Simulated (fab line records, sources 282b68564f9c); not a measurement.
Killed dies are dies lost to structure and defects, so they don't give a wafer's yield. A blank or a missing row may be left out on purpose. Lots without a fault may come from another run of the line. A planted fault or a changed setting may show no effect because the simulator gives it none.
fab line records | flow rit_cmos
record lots=5 wafers=15 last_day=7
route steps=202 shown NSD@139 PSD@142 M1@202
lots that met no fault: from a run of the same line without faults
start_h: hours from the record's first day to the start of the lot's first wafer shown | wait_h: hours since the lot's step before | " the same as in the row above | L1.1+2: a row that stands for several wafers | - no value, or no start given | * or withheld: withheld | < > ~ a bound
route shown NAME@n: a module of which the file shows steps, and the number in the route of the first | usual: mean/standard deviation of fault-free wafers | same: alike in all rows | chamber/n: place in a boat | sites: the reading at each site | _std_site: their standard deviation | _edge_site: outer sites' mean less inner sites' | radius_mm: how far each site lies from the wafer's centre | mask NAME#n: copy n | behind: the tool/chamber that last shaped the wafer | hold: why the lot was held/for how many hours/how that ended | device: the transistor (n, p or np) that didn't switch | end of line: the same wafers' tests at the end of the route | a step without rows: its recipe alone | killed: dies lost to structure and defects at the first sort, not the wafer's yield | map: a wafer's dies, x killed, . not, _ none there
set.NAME: the setting as run; set.NAME@STEP: as run at that earlier step | model.NAME: the simulator's own value behind a step, which no gauge read
lots at some steps of the route; a table a step, a row a wafer
services: from which hour (start_h, from the record's first day; less than 0 if before it) a tool's chamber was out of use, for how many hours, and why
## steps
# step RIT_NSD_IMPLANT_08
# recipe species=P energy_kev=25 dose_cm2=1e+15 tilt_deg=7
# step RIT_NSD_STRIP_09
# recipe chemistry=O2 time_s=180 resist=NOVOLAK platen_temp_c=withheld power_w=500 pressure_mtorr=4000 o2_flow_sccm=4000
# usual drypump_motor_current_A=5.8/0.42 rf_refl_power_W=6.6/0.92 run_length_s=208.1/0.37
# columns lot.wafer tool chamber start_h wait_h drypump_motor_current_A rf_hours_counter_h rf_refl_power_W run_length_s
L102.1 plasma_asher-03 1 58.71 0.1 5.2 37 5.4 208.3
L102.2 " 0 " " 5.8 37 6.1 207.6
L102.3 " 1 " " 5.2 - 5.2 208.1
L112.3 plasma_asher-01 0 104.94 0.1 5.2 - 6.2 208.4
L112.5 " 1 " " 6.1 - 8.5 207.4
L112.6 " 0 " " 5.2 - 6.2 208.1
L115.1 plasma_asher-03 1 121.37 0.1 5.2 44 5.0 207.9
L115.4 " 0 " " 5.8 - 6.0 207.6
L115.6 " 1 " " 5.2 - 5.5 208.2
L116.2 plasma_asher-04 0 128.92 0.1 6.4 51 6.6 208.2
L116.3 " 1 " " 5.7 - 7.2 208.3
L116.4 " 0 " " 6.4 - 6.4 207.8
L123.2 plasma_asher-01 0 156.01 0.1 5.2 3 6.1 208.2
L123.3 " 1 " " 6.1 - 8.3 207.7
L123.5 " 1 " " 6.1 - 8.3 207.3
# step RIT_NSD_TW_MEAS_10
# usual NSD_TW=3140/18
# columns lot.wafer tool chamber start_h wait_h NSD_TW
L102.1 film_metro-03 - 58.89 0.1 3153
L102.2 " - " " 3154
L102.3 " - " " 3159
L112.3 film_metro-02 - 105.07 0.1 3114
L112.5 " - " " 3135
L112.6 " - " " 3116
L115.1 film_metro-04 - 121.55 0.1 3137
L115.4 " - " " 3137
L115.6 " - " " 3143
L116.2 film_metro-03 - 129.10 0.1 3144
L116.3 " - " " 3134
L116.4 " - " " 3140
L123.2 film_metro-03 - 156.19 0.1 3162
L123.3 " - " " 3165
L123.5 " - " " 3168
# step RIT_PSD_HMDS_00
# recipe prime_time_s=60 prime_temp_c=140
# step RIT_PSD_COAT_01
# recipe resist=NOVOLAK spin_rpm=3250 resist_thk_nm=1000
# step RIT_PSD_SOFTBAKE_02
# recipe resist=NOVOLAK temp_c=90 time_s=60
# step RIT_PSD_EXPOSE_03
# recipe mask_id=M10 na=0.57 target_cd_nm=40900 dose_mj=250
# step RIT_PSD_PEB_04
# recipe resist=NOVOLAK temp_c=withheld time_s=withheld
# step RIT_PSD_DEVELOP_05
# recipe resist=NOVOLAK develop_time_s=50 dev_temp_c=23
# step RIT_PSD_OVL_MEAS_06
# usual PSD_OVL=0.2/1.1
# columns lot.wafer tool chamber start_h wait_h PSD_OVL[nm]
L102.1 overlay-01 - 59.80 - 0.1
L102.2 " - " " 0.7
L102.3 " - " " 1.2
L112.3 overlay-02 - 105.98 - -0.1
L112.5 " - " " -1.3
L112.6 " - " " -0.9
L115.1 overlay-02 - 122.46 - 1.1
L115.4 " - " " 0.4
L115.6 " - " " -0.6
L116.2 overlay-01 - 130.30 - 0.4
L116.3 " - " " -0.6
L116.4 " - " " -0.3
L123.2 overlay-02 - 157.23 - 1.1
L123.3 " - " " 2.1
L123.5 " - " " 1.0
# step RIT_PSD_HARDBAKE_07
# recipe resist=NOVOLAK temp_c=140 time_s=60
# step RIT_PSD_IMPLANT_08
# recipe species=BF2 energy_kev=27 dose_cm2=5e+15 tilt_deg=7
# step RIT_PSD_STRIP_09
# recipe chemistry=O2 time_s=180 resist=NOVOLAK platen_temp_c=withheld power_w=500 pressure_mtorr=4000 o2_flow_sccm=4000
# usual drypump_motor_current_A=5.8/0.39 rf_refl_power_W=6.4/0.81 run_length_s=208.2/0.4
# columns lot.wafer tool chamber start_h wait_h drypump_motor_current_A rf_hours_counter_h rf_refl_power_W run_length_s model.NOVOLAK_of_PSD_COAT_01.thk_nm
L102.1 plasma_asher-03 1 60.14 0.1 5.2 37 5.2 207.8 0
L102.2 " 0 " " 5.8 37 6.2 207.8 0
L102.3 " 1 " " 5.2 - 5.3 208.2 0
L112.3 plasma_asher-02 1 106.36 0.1 5.7 - 7.4 208.3 0
L112.5 " 0 " " 6.2 - 7.4 208.7 0
L112.6 " 1 " " 5.7 - 7.1 207.9 0
L115.1 plasma_asher-03 0 122.79 0.1 5.8 44 6.0 117.1 186.6
L115.4 " 0 " " 5.9 - 6.2 117.6 185.3
L115.6 " 0 " " 5.9 - 5.9 117.3 188.2
L116.2 plasma_asher-04 1 130.63 0.1 5.7 52 7.3 208.4 0
L116.3 " 1 " " 5.7 - 7.3 208.4 0
L116.4 " 0 " " 6.4 - 6.3 207.8 0
L123.2 plasma_asher-04 1 157.62 0.1 5.7 55 7.2 208.6 0
L123.3 " 1 " " 5.7 - 7.2 208.6 0
L123.5 " 1 " " 5.8 - 7.0 208.3 0
# step RIT_PSD_TW_MEAS_10
# usual PSD_TW=3440/20
# columns lot.wafer tool chamber start_h wait_h PSD_TW
L102.1 film_metro-02 - 60.31 0.1 3406
L102.2 " - " " 3392
L102.3 " - " " 3395
L112.3 film_metro-04 - 106.49 0.1 3448
L112.5 " - " " 3468
L112.6 " - " " 3470
L115.1 film_metro-02 - 122.97 0.1 3446
L115.4 " - " " 3442
L115.6 " - " " 3429
L116.2 film_metro-02 - 130.82 0.1 3449
L116.3 " - " " 3432
L116.4 " - " " 3439
L123.2 film_metro-02 - 157.80 0.1 3410
L123.3 " - " " 3409
L123.5 " - " " 3419
# step RIT_M1_PROBE_99
# usual killed_at_front_end=6.5/2.8 killed_dies=6.5/2.8 killed_on_rim=1.7/1.3 killed_open=3.2/1.8 killed_short=3.3/2
# same gross_dies=264 killed_at_M0_to_M3=0 killed_at_M4_up=0 killed_at_back_side=0 killed_at_contacts=0 killed_at_other=0
# columns lot.wafer tool chamber start_h wait_h killed_at_front_end killed_dies killed_on_rim killed_open killed_short
L102.1 prober-01 - 68.39 0.1 10 10 2 3 5
L102.2 prober-01 - 68.44 0.1 5 5 2 3 2
L102.3 prober-01 - 68.49 0.2 4 4 0 1 2
L112.3 prober-01 - 114.45 0.2 9 9 3 3 6
L112.5 prober-01 - 114.55 0.2 9 9 2 3 6
L112.6 prober-01 - 114.60 0.2 12 12 5 8 4
L115.1 prober-02 - 131.06 0.1 264 264 70 5 3
L115.4 prober-02 - 131.21 0.2 264 264 70 6 4
L115.6 prober-02 - 131.31 0.2 264 264 70 1 2
L116.2 prober-02 - 139.68 0.1 4 4 2 2 2
L116.3 prober-02 - 139.73 0.2 7 7 3 4 3
L116.4 prober-02 - 139.78 0.2 2 2 0 0 2
L123.2 prober-02 - 165.66 0.1 8 8 2 3 5
L123.3 prober-02 - 165.71 0.2 2 2 1 2 0
L123.5 prober-02 - 165.81 0.2 9 9 3 5 4
# killed by level:class
L102.1 GATE:geometric_particle:short=3 FOX1:geometric_particle:open=2 SILICIDE:geometric_particle:short=2 PLDD:coat_microbubble_printed=2 SILICIDE:geometric_particle:open=1
L102.2 FOX1:geometric_particle:short=2 FOX1:geometric_particle:open=1 GATE:geometric_particle:open=1 SPACER:geometric_particle:open=1
L102.3 FOX1:geometric_particle:short=1 GATE:geometric_particle:open=1 REOX:geometric_particle:short=1 PLDD:coat_microbubble_printed=1
L112.3 GATE:geometric_particle:open=3 GATE:geometric_particle:short=2 SILICIDE:geometric_particle:short=2 REOX:geometric_particle:short=1 SPACER:geometric_particle:short=1
L112.5 GATE:geometric_particle:short=4 GATE:geometric_particle:open=2 FOX1:geometric_particle:short=1 REOX:geometric_particle:short=1 SILICIDE:geometric_particle:open=1
L112.6 GATE:geometric_particle:open=3 FOX1:geometric_particle:short=2 FOX2:geometric_particle:open=2 GATE:geometric_particle:short=2 REOX:geometric_particle:open=2 SPACER:geometric_particle:open=1
L115.1 SDANNEAL:area_rta=256 GATE:geometric_particle:open=2 FOX1:geometric_particle:open=1 FOX2:geometric_particle:open=1 GATE:geometric_particle:short=1 SPACER:geometric_particle:short=1 SILICIDE:geometric_particle:short=1 SILICIDE:geometric_particle:open=1
L115.4 SDANNEAL:area_rta=254 GATE:geometric_particle:open=4 FOX1:geometric_particle:open=2 GATE:geometric_particle:short=2 FOX1:geometric_particle:short=1 SPACER:geometric_particle:short=1
L115.6 SDANNEAL:area_rta=261 GATE:geometric_particle:short=1 GATE:geometric_particle:open=1 SPACER:geometric_particle:short=1
L116.2 FOX1:geometric_particle:open=1 FOX2:geometric_particle:short=1 GATE:geometric_particle:short=1 SPACER:geometric_particle:open=1
L116.3 GATE:geometric_particle:open=2 FOX1:geometric_particle:short=1 FOX2:geometric_particle:open=1 GATE:geometric_particle:short=1 SPACER:geometric_particle:short=1 SPACER:geometric_particle:open=1
L116.4 SPACER:geometric_particle:short=2
L123.2 FOX1:geometric_particle:short=2 GATE:geometric_particle:open=2 FOX2:geometric_particle:short=1 GATE:geometric_particle:short=1 SILICIDE:geometric_particle:open=1 SILICIDE:geometric_particle:short=1
L123.3 FOX2:geometric_particle:open=1 GATE:geometric_particle:open=1
L123.5 GATE:geometric_particle:open=4 FOX2:geometric_particle:short=2 FOX1:geometric_particle:short=1 GATE:geometric_particle:short=1 SILICIDE:geometric_particle:open=1
# map L115.1 (x killed, . not)
________xxxxxxx_______
_____xxxxxxxxxxxxx____
____xxxxxxxxxxxxxxx___
___xxxxxxxxxxxxxxxxx__
__xxxxxxxxxxxxxxxxxxx_
__xxxxxxxxxxxxxxxxxxx_
_xxxxxxxxxxxxxxxxxxxxx
_xxxxxxxxxxxxxxxxxxxxx
_xxxxxxxxxxxxxxxxxxxxx
_xxxxxxxxxxxxxxxxxxxxx
__xxxxxxxxxxxxxxxxxxx_
__xxxxxxxxxxxxxxxxxxx_
___xxxxxxxxxxxxxxxxx__
____xxxxxxxxxxxxxxx___
_____xxxxxxxxxxxxx____
________xxxxxxx_______
# map L102.1 (x killed, . not)
________......._______
_____..x..........____
____...............___
___.................__
__.................x._
__..x................_
_.....................
_.....x...x....x......
_.....................
_........x............
__...x..............._
__.........x........._
___............x....__
____...............___
_____.............____
________......._______
## services
# columns tool chamber start_h hours kind
plasma_asher-02 - 38.91 2.8 pm
plasma_asher-01 - 75.98 2.8 pm
plasma_asher-03 - 102.96 1.5 repair
plasma_asher-01 - 108.75 9.0 pm
plasma_asher-01 0 108.75 9.0 vent_cycle
plasma_asher-01 1 108.75 9.0 vent_cycle
plasma_asher-01 0 117.75 - clean
plasma_asher-01 1 117.75 - clean
plasma_asher-02 - 119.58 1.3 repair
plasma_asher-01 - 123.57 7.8 repair
## key
first_sign step=RIT_PSD_STRIP_09 reading=run_length_s direction=down sigmas=99+ usual=* struck=*
effect step=RIT_M1_PROBE_99 reading=killed_at_front_end direction=up sigmas=94 usual=6.5 struck=264
model_effect step=RIT_PSD_STRIP_09 value=NOVOLAK_of_PSD_COAT_01.thk_nm without=0 struck=186.7
more_kills_born_at RIT_SDANNEAL_RTA_03@rtp_anneal-02=771
met_at RIT_PSD_STRIP_09
struck_wafers L115.1,L115.4,L115.6
later_rows_left_out L115.1,L115.4,L115.6
tester_left_out L115
onset_between 60.14 122.79
fault kind=strip_aborted tool=plasma_asher-03 chamber=- onset_h=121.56 steps=RIT_PSD_STRIP_09 offset=0.35 end_h=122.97
# tester_left_out: of these lots the tester's yield and bins aren't shown, on N5 and GAA mostly nor the transistor test; their killed dies are dies lost to structure and defects alone, not to doping, threshold or leakage, so they don't give the yield
# later_rows_left_out: the simulator's readings of these wafers behind a module that went badly wrong aren't trusted and aren't shown, but for the sort
